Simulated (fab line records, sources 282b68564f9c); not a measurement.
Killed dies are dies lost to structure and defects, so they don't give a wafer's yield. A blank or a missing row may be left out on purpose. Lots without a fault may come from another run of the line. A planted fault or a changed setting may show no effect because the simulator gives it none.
Problem report in the 8D (eight disciplines) form, filled by code | flow rit_cmos | the parts of the form that need people (team, actions taken, sign-off) are left out

1. THE PROBLEM
SILICIDE_TI_RS at RIT_SILICIDE_RS_MEAS_02 reads a mean of 32.0 ohm/sq on 6 wafers of 2 lots; wafers without a fault read 50.9 ohm/sq with a standard deviation of 0.73. That is -26 standard deviations from the usual mean.
The step: measures by four-point-probe.
First seen on wafer L151.2, day 6 12:28, on film_metro-01. The record holds 42 wafers of 14 lots with a number at this step. Rule for "out", or "out of limits": more than 4 standard deviations from the usual mean. The other wafers with a number count as sound.

2. WHAT IT IS AND WHAT IT IS NOT
question                    | is                     | is not
which readings at this step | SILICIDE_TI_RS         | -
which lots                  | L151, L153             | L135, L139, L140, L141, L143, L144, L146, L147, L149, L154, L156, L158
which wafers of those lots  | all that have a number | -
read on which gauges        | film_metro-01          | film_metro-02, film_metro-04
when                        | from day 6 12:28       | up to then (27 sound wafers); but 9 sound wafers of L154, L156, L158 came after

3. SUSPECTS, AND WHAT RULES EACH OUT
Counting: a tool at a process step up to the reading stays a suspect if it ran every lot that is out and no sound lot after the first of them.
- the gauge at RIT_SILICIDE_RS_MEAS_02: kept. All the wafers that are out were read on film_metro-01, and no step on other tools shows them out.
- pvd_sputter-01 at RIT_SILICIDE_SPUTTER_01 (material Ti, target thk 30 nm, time 229.5 s): kept. It ran every lot that is out, first L151 (day 6 12:18), and no sound lot after that; its last sound lot up to then is L149 (day 6 03:02).
Left after counting: pvd_sputter-01 at RIT_SILICIDE_SPUTTER_01, film_metro-01 at RIT_SILICIDE_RS_MEAS_02.

4. THE CAUSE (what the simulator had put in)
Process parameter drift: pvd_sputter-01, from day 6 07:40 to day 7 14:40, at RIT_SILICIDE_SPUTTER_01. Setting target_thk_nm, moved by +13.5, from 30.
Counting left 2 suspects, and this tool is among them.

5. THE CHAIN OF EFFECTS, in route order
Each row: a reading whose mean over the struck wafers that have a number lies more than 3 standard deviations from the usual. Only readings for which the record gives a usual standard deviation are gone through. hours: the time from each lot's start at the first step in this table that gives one to its start at this step, as a median over the lots. sigmas: the change in usual standard deviations.
hours | step                     | reading         | usual       | on struck wafers | change | sigmas
0     | RIT_SILICIDE_RS_MEAS_02  | SILICIDE_TI_RS  | 50.9 ohm/sq | 32.0             | -18.9  | -26
0     | RIT_SILICIDE_THK_MEAS_03 | SILICIDE_TI_THK | 28.6 nm     | 41.6             | +13.0  | +39
Later measuring or inspecting steps at which every struck wafer that the step has a row for has a number for every such reading, and none has moved that far: RIT_CONTACT_CD_MEAS_08.

6. WHAT WOULD HAVE CAUGHT IT SOONER
In this record the first reading out of limits at a measuring or inspecting step was taken at day 6 12:28, 5 hours after the fault began at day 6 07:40.
Of the tool readings at RIT_SILICIDE_SPUTTER_01 for which the record gives a usual standard deviation, none was out on any struck wafer, so an alarm limit of 4 standard deviations on them would not have fired.
Of the lots that are out (2), L153 began RIT_SILICIDE_SPUTTER_01 on pvd_sputter-01 after day 6 12:28. A hold on the tool at that time would have spared it.
